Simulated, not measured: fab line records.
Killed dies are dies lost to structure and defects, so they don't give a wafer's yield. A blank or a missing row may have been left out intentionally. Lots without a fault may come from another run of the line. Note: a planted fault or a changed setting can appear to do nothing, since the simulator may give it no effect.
8D (eight disciplines) problem report, filled in by code :: flow berkeley cmos170 :: the parts of the form that need people (team, actions taken, sign-off) are left out

## 1. THE ISSUE
rotation deg at UCB170_PLDD_IMPLANT_09 reads a mean of 360.01 degrees on 6 wafers of 2 lots; wafers without a fault read 180.00 degrees with a standard deviation of 0.035. That is +99 or more standard deviations from the usual mean.
First observed at day 10 11:39: wafer L317.2, on implanter-04. At this step, 42 wafers from 14 lots have a number in the record. Rule for "out" (also "out of limits"): further than 4 standard deviations from the usual mean. Any other wafer with a number is counted as sound.

## 2. WHAT IT IS AND WHAT IT IS NOT
question: which readings at this step
is: rotation deg
is not: faraday current uA

question: which lots
is: L317, L322
is not: L304, L305, L307, L308, L309, L311, L312, L315, L316, L319, L325, L327

question: which wafers of those lots
is: all that have a number
is not: -

question: read on which tools
is: implanter-04
is not: implanter-01, implanter-02

question: when
is: from day 10 11:39
is not: up to then (27 sound wafers); but 9 sound wafers of L319, L325, L327 came after

## 3. THE SUSPECTS, EACH WITH WHAT RULES IT OUT
Counting: a tool at a process step up to the reading stays a suspect if it ran every lot that is out and no sound lot after the first of them.
- plasma asher-02 at UCB170_NWELL_STRIP_15 (strips in O2): ruled out as a lasting fault. Sound lots L319 ran on it after its first lot that is out, L317 (day 5 09:17).
- implanter-04 at UCB170_PLDD_IMPLANT_09: kept. It processed each lot that is out, first L317 at day 10 11:39, and no sound lot thereafter; up to then, the last sound lot it processed was L311 at day 9 06:35. Its own readings are out on those wafers: rotation deg.
Remaining after the count: implanter-04 at UCB170_PLDD_IMPLANT_09.

## 4. THE CAUSE (what the simulator had put in)
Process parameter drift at UCB170_PLDD_IMPLANT_09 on implanter-04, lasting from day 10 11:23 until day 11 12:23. Setting rotation deg shifted by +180 from 180. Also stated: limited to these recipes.
After counting, this tool was the only one left.

## 5. SEQUENCE OF EFFECTS, ordered by route
One row per reading whose mean, taken over the struck wafers that have a number, lies over 3 standard deviations from the usual. Readings are gone through only where the record gives a usual standard deviation; hours: the median, over the lots, of the time from a lot's start at the first step in this table giving one to that lot's start at this step; sigmas: the change measured in usual standard deviations.
hours: 0
step: UCB170_PLDD_IMPLANT_09
reading: rotation deg
usual: 180.00 degrees
on struck wafers: 360.01
change: +180.01
sigmas: +99 or more
The process steps in it:
- UCB170_PLDD_IMPLANT_09
At these later measuring or inspecting steps, every struck wafer for which the step has a row has a number for every such reading, and none has moved that far: UCB170_CONTACT_CD_MEAS_15, UCB170_V1_CD_MEAS_12.

## 6. WHAT WOULD HAVE CAUGHT IT SOONER
First out-of-limits reading in this record: day 10 11:39, which is 0 hours after fault onset at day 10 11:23.
